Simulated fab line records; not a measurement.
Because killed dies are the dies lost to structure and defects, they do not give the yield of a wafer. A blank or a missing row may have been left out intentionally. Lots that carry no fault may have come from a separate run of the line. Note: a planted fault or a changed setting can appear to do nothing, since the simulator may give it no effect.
What tool caused it? || flow rit cmos || 14 lots, 42 wafers sampled, at 2 steps of a route of 202

== WHAT EACH GAUGE READ, for each wafer ==
The record lacks any reading of a measuring or inspecting step that a usual standard deviation could be used to judge.

== EACH LOT AND THE TOOL THAT RAN IT (in order: tool; ch and the chambers of the sampled wafers; start) ==
{"lot": "L734", "RIT_CONTACT_COAT_03": "litho track-01 ch 0, day 3 01:58", "RIT_M1_PROBE_99": "prober-01, day 3 08:37"}
{"lot": "L735", "RIT_CONTACT_COAT_03": "litho track-02 ch 0, day 3 07:26", "RIT_M1_PROBE_99": "prober-02, day 3 13:31"}
{"lot": "L738", "RIT_CONTACT_COAT_03": "litho track-04 ch 0, day 4 02:26", "RIT_M1_PROBE_99": "-"}
{"lot": "L741", "RIT_CONTACT_COAT_03": "litho track-02 ch 0, day 4 15:08", "RIT_M1_PROBE_99": "-"}
{"lot": "L743", "RIT_CONTACT_COAT_03": "litho track-04 ch 0, day 5 01:34", "RIT_M1_PROBE_99": "-"}
{"lot": "L746", "RIT_CONTACT_COAT_03": "litho track-02 ch 0, day 5 17:50", "RIT_M1_PROBE_99": "prober-01, day 6 00:02"}
{"lot": "L748", "RIT_CONTACT_COAT_03": "litho track-04 ch 0, day 6 01:42", "RIT_M1_PROBE_99": "-"}
{"lot": "L749", "RIT_CONTACT_COAT_03": "litho track-02 ch 0, day 6 09:22", "RIT_M1_PROBE_99": "prober-02, day 6 15:38"}
{"lot": "L750", "RIT_CONTACT_COAT_03": "litho track-01 ch 0, day 6 15:56", "RIT_M1_PROBE_99": "-"}
{"lot": "L751", "RIT_CONTACT_COAT_03": "litho track-02 ch 0, day 6 20:38", "RIT_M1_PROBE_99": "-"}
{"lot": "L752", "RIT_CONTACT_COAT_03": "litho track-02 ch 0, day 7 01:59", "RIT_M1_PROBE_99": "prober-01, day 7 08:44"}
{"lot": "L753", "RIT_CONTACT_COAT_03": "litho track-02 ch 0, day 7 08:34", "RIT_M1_PROBE_99": "prober-02, day 7 15:35"}
{"lot": "L756", "RIT_CONTACT_COAT_03": "litho track-01 ch 0, day 8 04:34", "RIT_M1_PROBE_99": "-"}
{"lot": "L757", "RIT_CONTACT_COAT_03": "litho track-01 ch 0, day 8 10:08", "RIT_M1_PROBE_99": "-"}
- RIT_CONTACT_COAT_03: resist thk 1000 nm.
- RIT_M1_PROBE_99

== AS READ BY THE TOOLS THEMSELVES (means over the sampled wafers that have a number; for cases with no such wafer, the mark the record gives instead) ==
RIT_CONTACT_COAT_03. Usual: chill plate temp C 22.99 C, standard deviation 0.11; spin speed rpm 3249.5 rpm, standard deviation 2.
{"lot": "L734", "tool": "litho track-01", "chill plate temp C (C)": 23.02, "spin speed rpm (rpm)": 3250.9, "flag": ""}
{"lot": "L735", "tool": "litho track-02", "chill plate temp C (C)": 22.97, "spin speed rpm (rpm)": 3252.5, "flag": ""}
{"lot": "L738", "tool": "litho track-04", "chill plate temp C (C)": 23.00, "spin speed rpm (rpm)": 3248.1, "flag": ""}
{"lot": "L741", "tool": "litho track-02", "chill plate temp C (C)": 23.10, "spin speed rpm (rpm)": 3249.6, "flag": ""}
{"lot": "L743", "tool": "litho track-04", "chill plate temp C (C)": 22.99, "spin speed rpm (rpm)": 3492.8, "flag": "OFF"}
{"lot": "L746", "tool": "litho track-02", "chill plate temp C (C)": 22.82, "spin speed rpm (rpm)": 3248.2, "flag": ""}
{"lot": "L748", "tool": "litho track-04", "chill plate temp C (C)": 23.02, "spin speed rpm (rpm)": 3493.0, "flag": "OFF"}
{"lot": "L749", "tool": "litho track-02", "chill plate temp C (C)": 23.01, "spin speed rpm (rpm)": 3249.1, "flag": ""}
{"lot": "L750", "tool": "litho track-01", "chill plate temp C (C)": 23.12, "spin speed rpm (rpm)": 3250.8, "flag": ""}
{"lot": "L751", "tool": "litho track-02", "chill plate temp C (C)": 23.05, "spin speed rpm (rpm)": 3251.8, "flag": ""}
{"lot": "L752", "tool": "litho track-02", "chill plate temp C (C)": 22.88, "spin speed rpm (rpm)": 3247.9, "flag": ""}
{"lot": "L753", "tool": "litho track-02", "chill plate temp C (C)": 23.08, "spin speed rpm (rpm)": 3250.7, "flag": ""}
{"lot": "L756", "tool": "litho track-01", "chill plate temp C (C)": 22.99, "spin speed rpm (rpm)": 3248.5, "flag": ""}
{"lot": "L757", "tool": "litho track-01", "chill plate temp C (C)": 22.97, "spin speed rpm (rpm)": 3248.9, "flag": ""}

RIT_M1_PROBE_99. Usual: killed_at_M0_to_M3 0.0, standard deviation 0.083; killed at contacts 0.1, standard deviation 0.31; killed at front end 6.3, standard deviation 3; killed dies 6.4, standard deviation 3; killed open 3, standard deviation 1.9; killed short 3.4, standard deviation 1.9.
{"lot": "L734", "tool": "prober-01", "killed_at_M0_to_M3": 0.0, "killed at contacts": 0.3, "killed at front end": 6.3, "killed dies": 6.7, "killed open": 4, "killed short": 2.7, "flag": ""}
{"lot": "L735", "tool": "prober-02", "killed_at_M0_to_M3": 0.0, "killed at contacts": 0.3, "killed at front end": 9.3, "killed dies": 9.7, "killed open": 4, "killed short": 6.0, "flag": ""}
{"lot": "L746", "tool": "prober-01", "killed_at_M0_to_M3": 0.0, "killed at contacts": 0.3, "killed at front end": 9.3, "killed dies": 9.7, "killed open": 5, "killed short": 4.0, "flag": ""}
{"lot": "L749", "tool": "prober-02", "killed_at_M0_to_M3": 0.0, "killed at contacts": 0.0, "killed at front end": 5.7, "killed dies": 5.7, "killed open": 2, "killed short": 3.7, "flag": ""}
{"lot": "L752", "tool": "prober-01", "killed_at_M0_to_M3": 0.0, "killed at contacts": 0.3, "killed at front end": 6.0, "killed dies": 6.3, "killed open": 2, "killed short": 4.0, "flag": ""}
{"lot": "L753", "tool": "prober-02", "killed_at_M0_to_M3": 0.0, "killed at contacts": 0.0, "killed at front end": 4.7, "killed dies": 4.7, "killed open": 2, "killed short": 3.0, "flag": ""}

== THE ANSWER, worked out from the rows above alone ==
Rule: a lot is off if the mean of its wafers that have a number lies more than 3 standard deviations from the usual mean. Also off: a lot with no number at a reading for which 4 or more lots have one. The other lots that the step has rows for count as sound. First the gauges in route order, then the tools' own readings, where a lot's mean is used as printed above. At the first step where some lot is off, the reading lying furthest off is the one used; lots without a number count as furthest.
Off, at RIT_CONTACT_COAT_03 on spin speed rpm: L743, L748.
If a tool, at that step or one of the process steps before it, ran each lot that is off and ran no sound lot following the first of them, it fits. One fits: RIT_CONTACT_COAT_03 on litho track-04. Its last sound lot is L738 (day 4 02:26), its first lot that is off L743 (day 5 01:34): a fault that began between those two fits.
On the lots that are off, the tool's own readings at RIT_CONTACT_COAT_03 differ by more than 5 times the standard deviation of the sound lots' means, which bears it out; spin speed rpm reads 3492.9 rpm there versus 3249.8 rpm on the sound lots.

== WHAT THE SIMULATOR HAD PUT IN ==
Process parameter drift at RIT_CONTACT_COAT_03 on litho track-04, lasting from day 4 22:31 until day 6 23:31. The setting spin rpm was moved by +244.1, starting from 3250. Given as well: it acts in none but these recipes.
Lots struck among those shown: L743, L748. The same result came from the rule above.
